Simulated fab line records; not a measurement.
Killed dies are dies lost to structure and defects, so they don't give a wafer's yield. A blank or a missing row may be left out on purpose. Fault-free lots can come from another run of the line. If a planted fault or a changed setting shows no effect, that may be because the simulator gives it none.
Which tool did it?    flow berkeleyCmos170    39 wafers from 13 lots sampled at 5 of the route's 331 steps

== WHAT THE GAUGES READ, wafer by wafer ==
UCB170_PWELL_OVL_MEAS_13. Usual: PWELL_OVL 1 nm, standard deviation 5.
lot   measured     on          PWELL_OVL (nm)  flag
L832  day 3 18:53  overlay-01  5 4 -8          
L833  day 3 19:10  overlay-02  2 3 -2          
L834  day 3 19:31  overlay-02  -2 6 -3         
L835  day 4 04:17  overlay-01  5 -5 3          
L837  day 4 16:11  overlay-02  5 3 3           
L840  day 4 23:52  overlay-02  4 -4 1          
L838  day 5 00:12  overlay-02  4 9 1           
L839  day 5 00:36  overlay-02  6 0 8           
L842  day 5 09:52  overlay-02  -9 3 -2         
L849  day 6 21:59  overlay-02  6 1 8           
L851  day 7 16:03  overlay-01  4 0 -1          
L853  day 7 16:10  overlay-02  8 2 6           
L854  day 8 11:50  overlay-02  -3 -10 -5       

UCB170_PFIELD_OVL_MEAS_06. Usual: PFIELD_OVL 0 nm, standard deviation 5.6.
lot   measured      on          PFIELD_OVL (nm)  flag
L832  day 5 12:17   overlay-02  4 -7 -4          
L833  day 5 12:01   overlay-01  3 -6 -2          
L834  day 5 12:11   overlay-01  10 -3 -4         
L835  day 5 19:10   overlay-01  7 -2 3           
L837  day 6 11:17   overlay-02  -4 -4 -6         
L840  day 6 16:53   overlay-01  -4 -9 -4         
L838  day 6 16:39   overlay-02  3 6 -7           
L839  day 6 17:10   overlay-01  7 3 3            
L842  day 7 04:02   overlay-02  5 9 12           
L849  day 8 23:17   overlay-02  -11 -2 -9        
L851  day 9 11:11   overlay-02  6 1 -1           
L853  day 9 10:38   overlay-01  -5 10 1          
L854  day 10 05:58  overlay-01  -7 -2 -3         

UCB170_FIELD_THK_MEAS_02. Usual: FIELD_OXIDE_THK 553 nm, standard deviation 14.
lot   measured      on            FIELD_OXIDE_THK (nm)  flag
L832  day 5 20:05   filmMetro-04  586 578 584           
L833  day 5 20:02   filmMetro-04  567 568 568           
L834  day 5 20:02   filmMetro-03  576 571 570           
L835  day 6 04:28   filmMetro-02  567 565 569           
L837  day 6 17:48   filmMetro-03  533 528 529           
L840  day 7 01:38   filmMetro-02  546 554 550           
L838  day 7 01:38   filmMetro-04  543 550 535           
L839  day 7 01:42   filmMetro-03  541 543 550           
L842  day 7 13:14   filmMetro-04  561 557 561           
L849  day 9 10:28   filmMetro-03  561 562 562           
L851  day 9 19:22   filmMetro-03  542 543 542           
L853  day 9 19:19   filmMetro-03  542 545 536           
L854  day 10 13:56  filmMetro-04  562 569 570           

UCB170_CONTACT_THK_MEAS_02. Usual: CONTACT_PSG_THK 697 nm, standard deviation 5.3.
lot   measured      on            CONTACT_PSG_THK (nm)  flag
L832  day 9 01:33   filmMetro-02  695 708 696           
L833  day 9 01:34   filmMetro-01  698 693 697           
L834  day 9 01:44   filmMetro-04  690 687 688           
L835  day 9 18:25   filmMetro-01  698 691 689           
L837  day 10 11:37  filmMetro-04  699 701 698           
L840  day 10 13:23  filmMetro-04  694 696 697           
L838  day 10 13:27  filmMetro-04  702 702 701           
L839  day 10 13:24  filmMetro-02  684 694 691           
L842  day 10 22:35  filmMetro-04  697 698 694           
L849  day 12 09:21  filmMetro-04  977 977 974           OFF
L851  day 12 19:02  filmMetro-01  707 704 706           
L853  day 12 19:03  filmMetro-02  693 692 692           
L854  day 13 14:41  filmMetro-04  693 696 695           

== EACH LOT AND THE TOOL THAT RAN IT (in order: tool; ch and the chambers of the sampled wafers; start) ==
lot   UCB170_CONTACT_CVD_01
L832  lpcvd-01 ch 0, day 8 23:46
L833  lpcvd-01 ch 1, day 8 23:46
L834  lpcvd-02 ch 1, day 8 23:56
L835  lpcvd-01 ch 1, day 9 16:37
L837  lpcvd-01 ch 0, day 10 09:49
L840  lpcvd-01 ch 1, day 10 11:36
L838  lpcvd-01 ch 0, day 10 11:36
L839  lpcvd-01 ch 0, day 10 11:36
L842  lpcvd-01 ch 1, day 10 19:54
L849  lpcvd-01 ch 1, day 12 07:34
L851  lpcvd-02 ch 1, day 12 17:15
L853  lpcvd-02 ch 0, day 12 17:15
L854  lpcvd-02 ch 0, day 13 12:55
- UCB170_CONTACT_CVD_01: deposits PSG from SiH4/O2/PH3, target thk 700 nm, time 2820 s.

== WHAT THE TOOLS THEMSELVES READ (means of the sampled wafers that have a number; where no wafer has one, the mark that the record gives instead) ==
UCB170_CONTACT_CVD_01. Usual: ph3FlowSccm 25.00 sccm, standard deviation 0.079; spikeTcSourceC 468.2 C, standard deviation 2.9; zonePowerSourcePct 7.3 %, standard deviation 0.37.
lot   tool      ph3FlowSccm (sccm)  spikeTcSourceC (C)  zonePowerSourcePct (%)  flag
L832  lpcvd-01  24.92               471.9               7.7                     
L833  lpcvd-01  24.94               467.3               7.0                     
L834  lpcvd-02  25.05               464.5               6.7                     
L835  lpcvd-01  24.96               467.8               7.0                     
L837  lpcvd-01  24.98               471.6               7.7                     
L840  lpcvd-01  24.97               467.7               7.1                     
L838  lpcvd-01  25.00               470.9               7.8                     
L839  lpcvd-01  24.97               471.8               7.7                     
L842  lpcvd-01  25.07               467.9               7.0                     
L849  lpcvd-01  25.04               467.4               7.0                     
L851  lpcvd-02  25.03               464.1               6.6                     
L853  lpcvd-02  25.00               465.8               7.5                     
L854  lpcvd-02  25.00               465.0               7.5                     

== THE ANSWER, worked out from the rows above alone ==
Rule: a lot counts as off when the mean over its wafers that have a number is more than 3 standard deviations away from the usual mean. Also off: a lot with no number at a reading for which 4 or more lots have one. All remaining lots with rows at the step are treated as sound. Order of review: gauges by route order, followed by the tools' own readings, for which a lot's mean as printed above is used. The first step at which some lot is off is used, and at that step the reading that is off furthest; a lot without a number counts as furthest.
Off: L849, seen at UCB170_CONTACT_THK_MEAS_02 (CONTACT_PSG_THK).
A tool fits if, at a process step before that reading, it ran every lot that is off, and no sound lot after the first of them. The gauges at UCB170_CONTACT_THK_MEAS_02 are tried like those tools. One candidate fits, namely lpcvd-01 at UCB170_CONTACT_CVD_01. Its last sound lot is L842 (day 10 19:54), its first lot that is off L849 (day 12 07:34): a fault that began between those two fits.

== WHAT THE SIMULATOR HAD INSERTED ==
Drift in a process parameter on lpcvd-01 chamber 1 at UCB170_CONTACT_CVD_01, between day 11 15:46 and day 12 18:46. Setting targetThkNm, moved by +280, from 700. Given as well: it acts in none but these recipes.
Shown lots that were struck: L849. Same finding as the rule above.
